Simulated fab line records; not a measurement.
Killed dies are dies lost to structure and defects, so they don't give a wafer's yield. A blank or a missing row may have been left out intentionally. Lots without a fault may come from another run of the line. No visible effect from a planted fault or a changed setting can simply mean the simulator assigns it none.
Which tool is to blame?    flow berkeley_cmos170    42 wafers from 14 lots sampled at 5 of the route's 331 steps

WHAT EACH GAUGE READ, for each wafer
UCB170_WELLDRIVE_THK_MEAS_02.
lot   measured     on             WELLDRIVE_OXIDE_THK (nm)
L655  day 3 12:34  film_metro-03  195 197 194
L656  day 3 12:34  film_metro-04  192 196 196
L657  day 3 18:28  film_metro-03  198 200 199
L658  day 4 06:19  film_metro-01  201 198 198
L659  day 4 06:19  film_metro-03  198 198 199
L661  day 4 20:24  film_metro-03  202 202 203
L665  day 5 18:34  film_metro-01  200 203 200
L668  day 6 17:04  film_metro-03  198 196 198
L670  day 7 08:01  film_metro-04  201 204 201
L672  day 7 08:01  film_metro-01  199 197 196
L673  day 7 08:02  film_metro-03  195 195 195
L676  day 8 01:17  film_metro-04  196 195 198
L677  day 8 01:17  film_metro-03  198 201 200
L678  day 8 08:31  film_metro-01  198 200 199

UCB170_PFIELD_OVL_MEAS_06.
lot   measured     on          PFIELD_OVL (nm)
L655  day 4 06:41  overlay-02  1 4 -1
L656  day 4 06:58  overlay-01  9 -2 0
L657  day 4 13:14  overlay-02  3 1 -2
L658  day 5 04:37  overlay-02  -1 5 2
L659  day 5 04:04  overlay-01  -4 1 -3
L661  day 5 18:52  overlay-02  1 -5 -1
L665  day 6 12:44  overlay-01  1 -2 2
L668  day 7 15:04  overlay-01  -10 -4 -2
L670  day 8 02:53  overlay-02  6 5 10
L672  day 8 03:09  overlay-02  - - -
L673  day 8 03:26  overlay-01  - - -
L676  day 8 19:50  overlay-02  -2 -2 -1
L677  day 8 20:07  overlay-02  -5 -4 0
L678  day 8 23:48  overlay-01  -5 -12 -5

UCB170_GATE_CD_MEAS_90: the cd target is 350 nm.
lot   measured      on         cd_nm (nm)
L655  day 6 05:01   cd_sem-02  348.8 347.3 348.3
L656  day 6 04:39   cd_sem-01  348.6 348.0 347.9
L657  day 6 14:39   cd_sem-01  346.8 348.1 349.5
L658  day 7 03:05   cd_sem-01  346.8 348.0 347.9
L659  day 7 03:19   cd_sem-02  348.9 350.9 348.6
L661  day 7 18:14   cd_sem-02  350.6 348.3 349.8
L665  day 8 08:19   cd_sem-01  351.9 352.7 352.2
L668  day 9 08:49   cd_sem-01  348.7 349.7 349.5
L670  day 9 17:16   cd_sem-01  349.5 349.3 349.4
L672  day 9 16:33   cd_sem-01  351.1 349.7 349.2
L673  day 9 16:49   cd_sem-02  349.0 347.8 349.1
L676  day 10 10:42  cd_sem-01  349.6 350.5 351.3
L677  day 10 10:23  cd_sem-01  351.9 350.9 347.0
L678  day 10 10:36  cd_sem-02  353.5 353.4 353.6

UCB170_PSD_OVL_MEAS_07.
lot   measured      on          PSD_OVL (nm)
L655  day 6 16:02   overlay-02  -5 -1 -6
L656  day 6 15:44   overlay-01  -3 -6 -7
L657  day 7 02:10   overlay-01  -3 -3 -13
L658  day 7 13:18   overlay-02  -7 -6 -6
L659  day 7 13:33   overlay-01  -13 -7 -10
L661  day 8 03:56   overlay-02  1 -1 -4
L665  day 8 16:46   overlay-02  2 -1 -1
L668  day 9 21:54   overlay-02  1 -2 -10
L670  day 10 05:38  overlay-02  -5 -6 -5
L672  day 10 02:30  overlay-02  -11 -2 -10
L673  day 10 02:38  overlay-01  -5 -9 -3
L676  day 10 21:06  overlay-02  4 -3 -2
L677  day 10 20:40  overlay-02  -20 -9 -7
L678  day 10 20:56  overlay-01  -10 -8 -8

TOOL THAT RAN EACH LOT (tool first, then ch and the chambers of the sampled wafers, then the start)
lot   UCB170_PFIELD_COAT_01
L655  litho_track-02 ch 0, day 4 05:40
L656  litho_track-01 ch 0, day 4 05:44
L657  litho_track-01 ch 0, day 4 12:32
L658  litho_track-01 ch 0, day 5 03:29
L659  litho_track-02 ch 0, day 5 03:13
L661  litho_track-02 ch 0, day 5 18:01
L665  litho_track-04 ch 0, day 6 11:32
L668  litho_track-02 ch 0, day 7 13:36
L670  litho_track-04 ch 0, day 8 01:52
L672  litho_track-01, day 8 02:01
L673  litho_track-02, day 8 02:18
L676  litho_track-02 ch 0, day 8 19:10
L677  litho_track-01 ch 0, day 8 19:13
L678  litho_track-02 ch 0, day 8 22:56
- UCB170_PFIELD_COAT_01: resist thk 900 nm.

WHAT THE TOOLS THEMSELVES READ (means of the sampled wafers that have a number; where no wafer has one, the mark that the record gives instead)
UCB170_PFIELD_COAT_01.
lot   tool            chill_plate_temp_C (C)  dispense_pressure_kPa (kPa)  spin_speed_rpm (rpm)
L655  litho_track-02  22.94                   43                           1500.0
L656  litho_track-01  23.03                   46                           1501.3
L657  litho_track-01  23.06                   46                           1500.5
L658  litho_track-01  23.04                   46                           1499.0
L659  litho_track-02  22.91                   43                           1499.6
L661  litho_track-02  23.06                   43                           1501.0
L665  litho_track-04  22.92                   56                           1500.4
L668  litho_track-02  22.99                   43                           1498.7
L670  litho_track-04  22.94                   56                           1500.4
L672  litho_track-01  -                       -                            -
L673  litho_track-02  -                       -                            -
L676  litho_track-02  23.07                   43                           1501.2
L677  litho_track-01  22.98                   46                           1500.0
L678  litho_track-02  22.87                   43                           1499.5

THE ANSWER, worked out from the rows above alone
Rule: what is usual is taken from the lots themselves. Put in order of their means at a reading, lots are off if they are a third of the lots or fewer, leave a main group of 4 or more, and stand apart from it by a gap of 3 or more times the standard deviation of the main group's means; of several such gaps the widest counts. A main group is skipped when, at the precision printed for the reading in the tables above, its means are all equal. Also off: a lot with no number at a reading for which 4 or more lots have one. The other lots that the step has rows for count as sound. The gauges are gone through in route order, then the tools' own readings, and for those a lot's mean is taken as printed above. The first step at which some lot is off is used, and at that step the reading that is off furthest; a lot without a number counts as furthest.
Off: L672, L673, at UCB170_PFIELD_OVL_MEAS_06 (PFIELD_OVL). Without a number there: L672, L673. For the main group the mean is -1 nm and the standard deviation 3.6.
If a tool, at a process step before that reading, ran all the lots that are off and no sound lot after the first of them, it fits. The gauges at UCB170_PFIELD_OVL_MEAS_06 aren't tried: what is off there is off at UCB170_PFIELD_COAT_01 too, on other tools, and a gauge's error can't cause that. Of those tried, none fits.

WHAT THE SIMULATOR PUT IN
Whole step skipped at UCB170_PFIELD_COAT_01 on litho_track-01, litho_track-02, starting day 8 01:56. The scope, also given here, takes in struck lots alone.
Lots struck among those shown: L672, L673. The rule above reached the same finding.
